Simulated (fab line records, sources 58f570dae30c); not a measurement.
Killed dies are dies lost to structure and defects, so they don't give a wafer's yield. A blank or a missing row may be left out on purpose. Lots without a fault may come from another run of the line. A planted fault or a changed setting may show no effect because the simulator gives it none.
Problem report in the 8D (eight disciplines) form, filled by code | flow berkeley_cmos170 | the parts of the form that need people (team, actions taken, sign-off) are left out

1. THE PROBLEM
NWELL_TW at UCB170_NWELL_TW_MEAS_16 reads a mean of 1367 on 6 wafers of 2 lots; wafers without a fault read 1248 with a standard deviation of 12. That is +9.9 standard deviations from the usual mean.
First seen on wafer L215.1, day 3 16:01, on film_metro-01. The record holds 42 wafers of 14 lots with a number at this step. Rule for "out", or "out of limits": more than 4 standard deviations from the usual mean. The other wafers with a number count as sound.

2. WHAT IT IS AND WHAT IT IS NOT
question                    | is                           | is not
which readings at this step | NWELL_TW                     | -
which lots                  | L215, L217                   | L210, L211, L214, L216, L218, L225, L227, L228, L229, L230, L231, L232
which wafers of those lots  | all that have a number       | -
read on which gauges        | film_metro-01, film_metro-04 | film_metro-02
when                        | from day 3 16:01             | up to then (9 sound wafers); but 27 sound wafers of L216, L218, L225, L227, L228, L229, L230, L231, L232 came after

3. SUSPECTS, AND WHAT RULES EACH OUT
Counting: a tool at a process step up to the reading stays a suspect if it ran every lot that is out and no sound lot after the first of them.
- the gauge at UCB170_NWELL_TW_MEAS_16: ruled out. The wafers that are out were read on 2 gauges (film_metro-01, film_metro-04).
- implanter-04 at UCB170_NWELL_IMPLANT_14: ruled out as a lasting fault. Sound lots L230, L232 ran on it after its first lot that is out, L215 (day 3 15:46).
Left after counting: nothing in the record.

4. THE CAUSE (what the simulator had put in)
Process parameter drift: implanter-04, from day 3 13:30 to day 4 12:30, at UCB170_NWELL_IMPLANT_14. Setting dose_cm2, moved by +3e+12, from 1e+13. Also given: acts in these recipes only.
Counting ruled it out, wrongly: the rule takes a fault to strike every lot that its tool runs from its start on, and this one did not.

5. THE CHAIN OF EFFECTS, in route order
Each row: a reading whose mean over the struck wafers that have a number lies more than 3 standard deviations from the usual. Only readings for which the record gives a usual standard deviation are gone through. hours: the time from each lot's start at the first step in this table that gives one to its start at this step, as a median over the lots. sigmas: the change in usual standard deviations.
hours | step                    | reading            | usual      | on struck wafers | change      | sigmas
0     | UCB170_NWELL_IMPLANT_14 | dose_ions_cm2      | 1.0002e+13 | 1.3000e+13       | +2.9975e+12 | +99 or more
0     | UCB170_NWELL_IMPLANT_14 | faraday_current_uA | 31.7       | 41.0             | +9.3        | +16
0     | UCB170_NWELL_TW_MEAS_16 | NWELL_TW           | 1248       | 1367             | +119        | +9.9
The process steps in it:
- UCB170_NWELL_IMPLANT_14

6. WHAT WOULD HAVE CAUGHT IT SOONER
In this record the first reading out of limits at a measuring or inspecting step was taken at day 3 16:01, 3 hours after the fault began at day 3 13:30.
The tool's own readings at UCB170_NWELL_IMPLANT_14 were out on every struck wafer that the step has a row for (dose_ions_cm2, faraday_current_uA): an alarm limit on them would have fired on the first of those.
